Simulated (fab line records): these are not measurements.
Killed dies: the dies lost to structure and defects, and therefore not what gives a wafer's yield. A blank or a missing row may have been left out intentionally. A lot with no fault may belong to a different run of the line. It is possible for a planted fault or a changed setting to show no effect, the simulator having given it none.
Which tool did it? | flow berkeley-cmos170 | 14 lots, 42 wafers sampled, at 5 steps of a route of 331

WHAT THE GAUGES READ, wafer by wafer
UCB170_CONTACT_CD_MEAS_90: the cd target is 700 nm.
lot  | measured     | on        | cd-nm (nm)
L762 | day 6 22:48  | cd-sem-01 | 697.9 700.8 699.8
L761 | day 6 23:58  | cd-sem-01 | 699.1 697.8 700.5
L764 | day 7 02:11  | cd-sem-02 | 699.7 696.7 699.1
L766 | day 7 14:29  | cd-sem-02 | 698.5 699.6 699.0
L765 | day 7 14:49  | cd-sem-02 | 700.7 702.2 702.2
L767 | day 7 14:37  | cd-sem-02 | 698.1 698.1 700.4
L770 | day 8 10:51  | cd-sem-01 | 702.2 701.6 702.7
L774 | day 9 08:30  | cd-sem-02 | 701.6 700.1 700.6
L776 | day 10 01:43 | cd-sem-01 | 702.4 702.9 702.9
L778 | day 10 03:45 | cd-sem-02 | 699.3 698.5 698.0
L779 | day 10 15:07 | cd-sem-02 | 701.4 700.8 702.7
L780 | day 11 00:52 | cd-sem-01 | 701.2 700.4 698.9
L782 | day 11 06:56 | cd-sem-02 | 702.9 702.0 701.8
L784 | day 11 23:25 | cd-sem-02 | 698.7 697.3 698.2

UCB170_V1_THK_MEAS_01.
lot  | measured     | on            | V1_TEOS_THK (nm)
L762 | day 7 07:35  | film-metro-04 | 1962 2041 2021
L761 | day 7 07:38  | film-metro-04 | 1981 1993 2051
L764 | day 7 07:43  | film-metro-04 | 1998 1985 2032
L766 | day 7 23:01  | film-metro-04 | 1959 1992 2031
L765 | day 7 23:01  | film-metro-02 | 2002 2020 2025
L767 | day 7 23:01  | film-metro-03 | 2008 2008 2052
L770 | day 8 16:23  | film-metro-02 | 1974 2060 2042
L774 | day 9 13:47  | film-metro-04 | 1986 2512 2013
L776 | day 10 07:57 | film-metro-03 | 1959 2547 2021
L778 | day 10 08:05 | film-metro-04 | 2004 1965 2044
L779 | day 10 21:44 | film-metro-03 | 1969 2002 2022
L780 | day 11 08:37 | film-metro-02 | 1977 2026 2060
L782 | day 11 16:11 | film-metro-03 | 2004 1954 2030
L784 | day 12 07:17 | film-metro-04 | 1995 2028 2067

UCB170_V1_CD_MEAS_90: the cd target is 700 nm.
lot  | measured     | on        | cd-nm (nm)
L762 | day 7 10:24  | cd-sem-01 | 699.4 699.0 697.6
L761 | day 7 10:55  | cd-sem-01 | 698.8 699.7 699.6
L764 | day 7 11:11  | cd-sem-02 | 700.6 698.5 699.9
L766 | day 8 01:01  | cd-sem-02 | 700.0 699.4 699.7
L765 | day 8 01:41  | cd-sem-02 | 698.4 697.5 698.7
L767 | day 8 01:14  | cd-sem-02 | 702.1 702.3 702.5
L770 | day 8 19:21  | cd-sem-01 | 700.1 698.4 701.8
L774 | day 9 17:25  | cd-sem-02 | 699.5 701.8 700.4
L776 | day 10 10:14 | cd-sem-01 | 704.6 703.3 702.3
L778 | day 10 13:10 | cd-sem-02 | 702.2 701.8 700.4
L779 | day 11 00:48 | cd-sem-02 | 700.5 702.0 700.4
L780 | day 11 11:11 | cd-sem-01 | 699.8 700.5 700.6
L782 | day 11 21:04 | cd-sem-01 | 702.6 702.1 703.0
L784 | day 12 09:35 | cd-sem-01 | 699.2 701.4 699.9

EACH LOT AND THE TOOL THAT RAN IT (in order: tool; ch and the chambers of the sampled wafers; start)
lot  | UCB170_CONTACT_STRIP_06              | UCB170_V1_CVD_00
L762 | plasma-asher-02 ch 0,1, day 6 21:00  | pecvd-03 ch 0,1,2, day 7 07:25
L761 | plasma-asher-02 ch 0,1, day 6 22:12  | pecvd-02 ch 1,2, day 7 07:25
L764 | plasma-asher-02 ch 0,1, day 7 00:27  | pecvd-03 ch 0,1,2, day 7 07:34
L766 | plasma-asher-02 ch 0,1, day 7 12:28  | pecvd-04 ch 0,2, day 7 22:51
L765 | plasma-asher-04 ch 0,1, day 7 12:35  | pecvd-03 ch 0,1, day 7 22:51
L767 | plasma-asher-01 ch 0,1, day 7 12:43  | pecvd-02 ch 1,2, day 7 22:51
L770 | plasma-asher-04 ch 0,1, day 8 09:03  | pecvd-03 ch 0,2, day 8 16:13
L774 | plasma-asher-02 ch 0,1, day 9 06:43  | pecvd-03 ch 0,1,2, day 9 13:37
L776 | plasma-asher-02 ch 0, day 10 00:05   | pecvd-03 ch 0,1,2, day 10 07:47
L778 | plasma-asher-01 ch 0,1, day 10 02:08 | pecvd-04 ch 0,1, day 10 07:56
L779 | plasma-asher-04 ch 0,1, day 10 12:30 | pecvd-04 ch 0,2, day 10 21:34
L780 | plasma-asher-02 ch 0,1, day 10 23:07 | pecvd-02 ch 0,1, day 11 08:27
L782 | plasma-asher-02 ch 0,1, day 11 05:12 | pecvd-02 ch 0,1, day 11 16:02
L784 | plasma-asher-01 ch 0,1, day 11 20:04 | pecvd-02 ch 1,2, day 12 07:05
- UCB170_CONTACT_STRIP_06: strips in O2.
- UCB170_V1_CVD_00: deposits SiO2 from TEOS/O2, target thk 2000 nm, time 250 s.

AS READ BY THE TOOLS THEMSELVES (means over the sampled wafers that have a number; for cases with no such wafer, the mark the record gives instead)
UCB170_CONTACT_STRIP_06.
lot  | tool            | drypump-motor-current-A (A) | oes-product-au (a.u.) | strip-time-to-endpoint-s (s)
L762 | plasma-asher-02 | 5.54                        | 0.732                 | 22.03
L761 | plasma-asher-02 | 5.35                        | 0.730                 | 22.04
L764 | plasma-asher-02 | 5.35                        | 0.738                 | 21.96
L766 | plasma-asher-02 | 5.35                        | 0.741                 | 21.98
L765 | plasma-asher-04 | 5.61                        | 0.739                 | 22.01
L767 | plasma-asher-01 | 5.61                        | 0.733                 | 22.00
L770 | plasma-asher-04 | 5.93                        | 0.733                 | 22.08
L774 | plasma-asher-02 | 5.36                        | 0.735                 | 22.08
L776 | plasma-asher-02 | 5.71                        | 0.730                 | 22.00
L778 | plasma-asher-01 | 5.65                        | 0.731                 | 22.01
L779 | plasma-asher-04 | 5.92                        | 0.734                 | 22.07
L780 | plasma-asher-02 | 5.36                        | 0.736                 | 22.06
L782 | plasma-asher-02 | 5.53                        | 0.738                 | 22.00
L784 | plasma-asher-01 | 5.65                        | 0.741                 | 22.12

UCB170_V1_CVD_00.
lot  | tool     | heater-power-w (W) | run-length-s (s)
L762 | pecvd-03 | 194                | 277.9
L761 | pecvd-02 | 214                | 278.4
L764 | pecvd-03 | 214                | 278.2
L766 | pecvd-04 | 330                | 278.3
L765 | pecvd-03 | 244                | 278.0
L767 | pecvd-02 | 236                | 278.6
L770 | pecvd-03 | 213                | 278.2
L774 | pecvd-03 | 200                | 299.7
L776 | pecvd-03 | 216                | 299.6
L778 | pecvd-04 | 288                | 278.3
L779 | pecvd-04 | 303                | 278.1
L780 | pecvd-02 | 256                | 278.2
L782 | pecvd-02 | 276                | 278.4
L784 | pecvd-02 | 230                | 278.0

THE ANSWER, worked out from the rows above alone
Rule: usual is defined by the lots themselves. The widest of any qualifying gaps counts: lots, ordered by their means at a reading, are off when they make up no more than a third of the lots, leave a main group of 4 or more, and stand apart from it by 3 or more times the standard deviation of that group's means. A main group whose means are all the same, to the digits that the tables above print for the reading, isn't used. A lot without any number at a reading at which 4 lots or more have one is off too. Any other lot the step has rows for is counted as sound. Order of review: gauges by route order, followed by the tools' own readings, for which a lot's mean as printed above is used. The first step at which some lot is off is used, and at that step the reading that is off furthest; a lot without a number counts as furthest.
Off: L774, L776, at UCB170_V1_THK_MEAS_01 (V1_TEOS_THK). The main group has a mean of 2011 nm with a standard deviation of 12.
A tool fits if, at a process step before that reading, it ran every lot that is off, and no sound lot after the first of them. The gauges at UCB170_V1_THK_MEAS_01 aren't tried: what is off there is off at UCB170_V1_CVD_00 too, on other tools, and a gauge's error can't cause that. One candidate fits, namely pecvd-03 at UCB170_V1_CVD_00. A fault onset in the window from L770 (day 8 16:13, its last sound lot) to L774 (day 9 13:37, its first lot off) fits.
The tool's own readings at UCB170_V1_CVD_00 bear it out: on the lots that are off they differ by more than 5 times the standard deviation of the sound lots' means. run-length-s reads 299.6 s there against 278.2 s on the sound lots.

WHAT THE SIMULATOR HAD PUT IN
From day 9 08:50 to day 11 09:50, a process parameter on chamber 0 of pecvd-03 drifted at UCB170_V1_CVD_00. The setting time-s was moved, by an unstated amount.
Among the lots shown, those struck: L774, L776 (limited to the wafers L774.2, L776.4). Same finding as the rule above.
